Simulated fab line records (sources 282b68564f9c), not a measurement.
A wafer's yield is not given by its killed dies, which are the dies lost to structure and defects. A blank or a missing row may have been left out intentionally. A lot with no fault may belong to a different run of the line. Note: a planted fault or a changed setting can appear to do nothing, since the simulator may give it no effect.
Problem report, 8D (eight disciplines) form, completed by code ; flow rit_cmos ; the parts of the form that need people (team, actions taken, sign-off) are left out

1. THE ISSUE
Mean GATE_OXIDE_THK at RIT_GATE_THK_MEAS_07: 3.64 nm over 6 wafers in 2 lots; fault-free wafers: 3.01 nm, standard deviation 0.09. Measured from the usual mean, that is +7.0 standard deviations.
The first sign was on wafer L323.2 at day 5 08:51, on film_metro-01. At this step, 33 wafers from 11 lots have a number in the record. By rule, "out" or "out of limits" means more than 4 standard deviations away from the usual mean. All remaining wafers that have a number are taken as sound.

2. WHAT IT IS, AND WHAT IT ISN'T
question;is;is not
which readings at this step;GATE_OXIDE_THK;-
which lots;L323, L324;L309, L310, L311, L312, L325, L327, L329, L330, L331
which wafers of those lots;all that have a number;-
read on which gauges;film_metro-01;film_metro-02, film_metro-03
when;from day 5 08:51;"up to then (12 sound wafers); but 15 sound wafers of L325, L327, L329, L330, L331 came after"

3. THE SUSPECTS, EACH WITH WHAT RULES IT OUT
Counting: any tool at a process step up to the reading is kept as a suspect provided that every lot that is out went through it and no sound lot did after the first of them.
- the gauge at RIT_GATE_THK_MEAS_07 has been ruled out. All the wafers that are out were read on film_metro-01, but those of them that RIT_GATE_OXIDATION_05 has rows for are out there too, on other tools.
- furnace-01 at RIT_GATE_OXIDATION_05 (target thk 3 nm, ox time 270 s): kept. It ran every lot that is out, first L323 (day 5 07:31), and no sound lot after that. Its own spike_tc_centre_C, spike_tc_source_C, tube_center_temp_C, tube_center_temp_C_max readings are out on those wafers.
The count leaves furnace-01 at RIT_GATE_OXIDATION_05.

4. THE CAUSE (what the simulator had put in)
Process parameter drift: furnace-01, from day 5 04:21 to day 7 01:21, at RIT_GATE_OXIDATION_05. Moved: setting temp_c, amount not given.
Counting left only this tool.

5. THE CHAIN OF EFFECTS, in route order
One row per reading whose mean, taken over the struck wafers that have a number, lies over 3 standard deviations from the usual. Only readings for which the record gives a usual standard deviation are gone through. hours: the time from each lot's start at the first step in this table that gives one to its start at this step, as a median over the lots. sigmas: the change in usual standard deviations.
hours;step;reading;usual;on struck wafers;change;sigmas
0;RIT_GATE_OXIDATION_05;spike_tc_centre_C;902.2 C;917.3;+15.1;+14
0;RIT_GATE_OXIDATION_05;spike_tc_load_C;925 C;940;+15;+3.7
0;RIT_GATE_OXIDATION_05;spike_tc_source_C;924.2 C;937.6;+13.4;+4.5
0;RIT_GATE_OXIDATION_05;tube_center_temp_C;900 C;915;+15;+99 or more
0;RIT_GATE_OXIDATION_05;tube_center_temp_C_max;902.3;917.1;+14.8;+40
1;RIT_GATE_THK_MEAS_07;GATE_OXIDE_THK;3.01 nm;3.64;+0.63;+7.0
The process steps in it:
- RIT_GATE_OXIDATION_05: target thk 3 nm, ox time 270 s.

6. WHAT WOULD HAVE CAUGHT IT SOONER
In this record the first reading out of limits at a measuring or inspecting step was taken at day 5 08:51, 4 hours after the fault began at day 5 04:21.
Tool's own readings at RIT_GATE_OXIDATION_05, spike_tc_centre_C, spike_tc_source_C, tube_center_temp_C, tube_center_temp_C_max: out on all struck wafers the step has rows for; an alarm limit on them would have tripped on the first.
L324, from the lots that are out (2), started RIT_GATE_OXIDATION_05 on furnace-01 later than day 5 08:51. Putting the tool on hold at that point would have spared it.
